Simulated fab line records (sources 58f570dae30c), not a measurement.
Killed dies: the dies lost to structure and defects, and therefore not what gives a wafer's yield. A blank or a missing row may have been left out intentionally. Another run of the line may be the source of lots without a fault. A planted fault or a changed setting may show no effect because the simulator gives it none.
8D (eight disciplines) problem report, filled in by code ; flow berkeley_cmos170 ; the parts of the form that need people (team, actions taken, sign-off) are left out

1. THE PROBLEM
run_length_s at UCB170_FIELD_WET_ETCH_05 reads a mean of 25228 s on 6 wafers of 2 lots; wafers without a fault read 12628 s with a standard deviation of 4.2. That is +99 or more standard deviations from the usual mean.
The step: etches Si3N4 in H3PO4, time 12600 s.
First seen on wafer L194.2, day 8 20:06, on wet_bench-02. At this step, 18 wafers from 6 lots have a number in the record. By rule, "out" or "out of limits" means more than 4 standard deviations away from the usual mean. The other wafers with a number count as sound.

2. WHAT IT IS, AND WHAT IT ISN'T
question;is;is not
which readings at this step;run_length_s;temp_c
which lots;L194, L195;L177, L178, L188, L196
which wafers of those lots;all that have a number;-
read on which tools;wet_bench-02;wet_bench-01, wet_bench-03
when;from day 8 20:06;"up to then (9 sound wafers); but 3 sound wafers of L196 came after"

3. WHAT RULES OUT EACH SUSPECT
Counting: a tool at any process step up to the reading remains a suspect when it ran all the lots that are out and ran no sound lot after the first of those.
- wet_bench-02 at UCB170_FIELD_WET_ETCH_05 (etches Si3N4 in H3PO4, time 12600 s): ruled out as a lasting fault. Following L194 (day 8 20:06), the first lot on it that is out, the sound lots L196 were run on it.
Left after counting: nothing in the record.

4. THE CAUSE (what the simulator had put in)
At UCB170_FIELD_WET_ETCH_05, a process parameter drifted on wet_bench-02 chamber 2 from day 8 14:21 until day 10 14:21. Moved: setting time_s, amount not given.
Counting ruled it out, wrongly.

5. THE CHAIN OF EFFECTS, in route order
Each row: a reading whose mean over the struck wafers that have a number lies more than 3 standard deviations from the usual. Only readings for which the record gives a usual standard deviation are gone through. hours: the time from each lot's start at the first step in this table that gives one to its start at this step, as a median over the lots. sigmas: the change in usual standard deviations.
hours;step;reading;usual;on struck wafers;change;sigmas
0;UCB170_FIELD_WET_ETCH_05;run_length_s;12628 s;25228;+12600;+99 or more
Its process steps:
- UCB170_FIELD_WET_ETCH_05: etches Si3N4 in H3PO4, time 12600 s.
Later measuring or inspecting steps at which every struck wafer that the step has a row for has a number for every such reading, and none has moved that far: UCB170_FIELD_THK_MEAS_90.

6. HOW IT WOULD HAVE BEEN CAUGHT EARLIER
6 hours passed between the start of the fault at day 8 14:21 and the first reading out of limits in this record, taken at day 8 20:06.
